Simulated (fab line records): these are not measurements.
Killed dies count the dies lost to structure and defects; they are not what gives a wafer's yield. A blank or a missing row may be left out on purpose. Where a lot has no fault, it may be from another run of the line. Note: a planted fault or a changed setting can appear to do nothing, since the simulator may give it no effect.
One fault through the eyes of 2 desks | flow rit_cmos | every desk sees just its own numbers, and what lay behind them comes last

== METROLOGY DESK ==
Means of the sampled wafers that have a number, per lot and without regard to the tool the lot ran on: this is what the gauges read. A lot is out of limits, marked OUT, if its mean lies more than 4 standard deviations from the usual mean; the brackets give that distance.
Columns: A = NRETRO_OVL at RIT_NRETRO_OVL_MEAS_06, usual 1.6 nm; B = M1_BOW at RIT_M1_BOW_MEAS_16, usual 17 um
lot  | first seen here | A    | B
L221 | day 2 09:56     | 2.9  | 18
L222 | day 2 19:48     | 2.8  | 20
L223 | day 2 20:04     | 1.0  | 14
L224 | day 3 01:57     | 1.6  | 17
L225 | day 3 06:52     | 1.7  | 16
L229 | day 3 23:01     | 2.2  | 12
L233 | day 5 02:10     | 0.8  | 13
L237 | day 5 22:31     | 2.5  | 16
L239 | day 6 09:21     | 2.8  | 22
L240 | day 6 12:30     | 2.1  | 17
L241 | day 6 12:49     | 1.9  | 25
L242 | day 6 18:37     | -1.0 | 19
L243 | day 7 02:30     | 1.2  | 22
L244 | day 7 06:07     | 2.0  | 16
Finding of this desk: none of the 14 lots has anything out of limits.

== THE TOOL OWNER'S DESK: wet_bench-01 ==
The tool's own readings at RIT_SDANNEAL_CLEAN_00 (cleans in SC1, time 600 s): means of the sampled wafers that have a number, for each lot that ran on this tool. A lot is out of limits, marked OUT, if its mean lies more than 4 standard deviations from the usual mean; the brackets give that distance.
Columns: A = run_length_s at RIT_SDANNEAL_CLEAN_00, usual 631 s
lot  | first seen here | A
L222 | day 3 16:50     | 628
L229 | day 4 23:16     | 418 (-58) OUT
L233 | day 6 06:19     | 418 (-58) OUT
This desk's finding: out of limits on L229, L233; first on L229, day 4 23:16 (run_length_s at RIT_SDANNEAL_CLEAN_00). L222: within limits.

== TAKEN TOGETHER ==
At day 4 23:16, on L229, L233, the tool owner's desk was in a position to raise an alarm.
Metrology desk: nothing out of limits seen.
The metrology desk holds a record of L229, L233, inside its limits.
All the named lots went through RIT_SDANNEAL_CLEAN_00 on wet_bench-01.

== WHAT HAD BEEN PUT IN BY THE SIMULATOR ==
wet_bench-01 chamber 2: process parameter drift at RIT_SDANNEAL_CLEAN_00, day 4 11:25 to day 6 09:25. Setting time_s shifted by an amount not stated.
Lots struck among those shown: L229, L233.
Each desk's first reading out of limits, in hours after the fault started: the tool owner's desk, 12.
